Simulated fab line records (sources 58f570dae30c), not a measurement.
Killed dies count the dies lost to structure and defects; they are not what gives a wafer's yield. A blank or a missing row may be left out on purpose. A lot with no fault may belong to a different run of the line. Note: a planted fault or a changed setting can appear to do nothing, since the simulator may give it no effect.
Split-lot trial + flow berkeley-cmos170 + on a route of 331 steps: 5 lots, 23 wafers read

THE SPLIT
At UCB170_SACOX_OXIDATION_01 (target thk 14.4 nm, ox time 2400 s), the setting ox-time-s was moved away from the recipe's 2400 s on 10 of the 23 wafers read, by -11.2% to +4.2%. All remaining wafers had this setting at the recipe value.

The reading is taken at the split's own step.

THE READING
SiO2_of_SACOX_OXIDATION_01.thk-nm (the simulator's own value, which no gauge read), in nm, at UCB170_SACOX_OXIDATION_01 (target thk 14.4 nm, ox time 2400 s). No usual value for it is given in the file. Across the 13 wafers here that went through the recipe, the average is 14.39 nm and the standard deviation 0.19 nm.

| wafer  | tool, chamber at the split | ox-time-s as run, s | against the recipe | SiO2_of_SACOX_OXIDATION_01.thk-nm, nm | against lot-mates on the recipe |
|--------|----------------------------|---------------------|--------------------|---------------------------------------|---------------------------------|
| L076.1 | -, -                       | 2400                | recipe             | 14.39                                 | -                               |
| L076.2 | -, -                       | 2400                | recipe             | 14.39                                 | -                               |
| L076.4 | -, -                       | 2400                | recipe             | 14.54                                 | -                               |
| L076.5 | -, -                       | 2400                | recipe             | 14.77                                 | -                               |
| L076.6 | -, -                       | 2400                | recipe             | 14.69                                 | -                               |
| L077.2 | -, -                       | 2500                | +4.2%              | 14.35                                 | no lot-mate on the recipe       |
| L077.3 | -, -                       | 2500                | +4.2%              | 14.29                                 | no lot-mate on the recipe       |
| L077.4 | -, -                       | 2500                | +4.2%              | 14.53                                 | no lot-mate on the recipe       |
| L077.5 | -, -                       | 2500                | +4.2%              | 14.63                                 | no lot-mate on the recipe       |
| L077.6 | -, -                       | 2500                | +4.2%              | 14.32                                 | no lot-mate on the recipe       |
| L079.1 | -, -                       | 2131                | -11.2%             | 13.45                                 | no lot-mate on the recipe       |
| L079.3 | -, -                       | 2131                | -11.2%             | 13.38                                 | no lot-mate on the recipe       |
| L079.4 | -, -                       | 2131                | -11.2%             | 13.31                                 | no lot-mate on the recipe       |
| L079.5 | -, -                       | 2131                | -11.2%             | 13.37                                 | no lot-mate on the recipe       |
| L079.6 | -, -                       | 2131                | -11.2%             | 13.3                                  | no lot-mate on the recipe       |
| L082.1 | -, -                       | 2400                | recipe             | 14.31                                 | -                               |
| L082.2 | -, -                       | 2400                | recipe             | 14.13                                 | -                               |
| L082.4 | -, -                       | 2400                | recipe             | 14.36                                 | -                               |
| L082.5 | -, -                       | 2400                | recipe             | 14.2                                  | -                               |
| L082.6 | -, -                       | 2400                | recipe             | 14.11                                 | -                               |
| L083.1 | furnace-01, 0              | 2400                | recipe             | 14.46                                 | -                               |
| L083.2 | furnace-01, 0              | 2400                | recipe             | 14.4                                  | -                               |
| L083.4 | furnace-01, 0              | 2400                | recipe             | 14.35                                 | -                               |

FIT RESULTS
A straight line over all 23 wafers: SiO2_of_SACOX_OXIDATION_01.thk-nm changes by +0.0768 nm for each +1% of ox-time-s; r = +0.90; the points scatter about the line by 0.21 nm.
Too few moved wafers have a lot-mate on the recipe to fit a line with each lot's own level taken away.

FILE'S OWN FIT
SiO2_of_SACOX_OXIDATION_01.thk-nm changes by +0.0768 nm for each +1% of ox-time-s, r = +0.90.
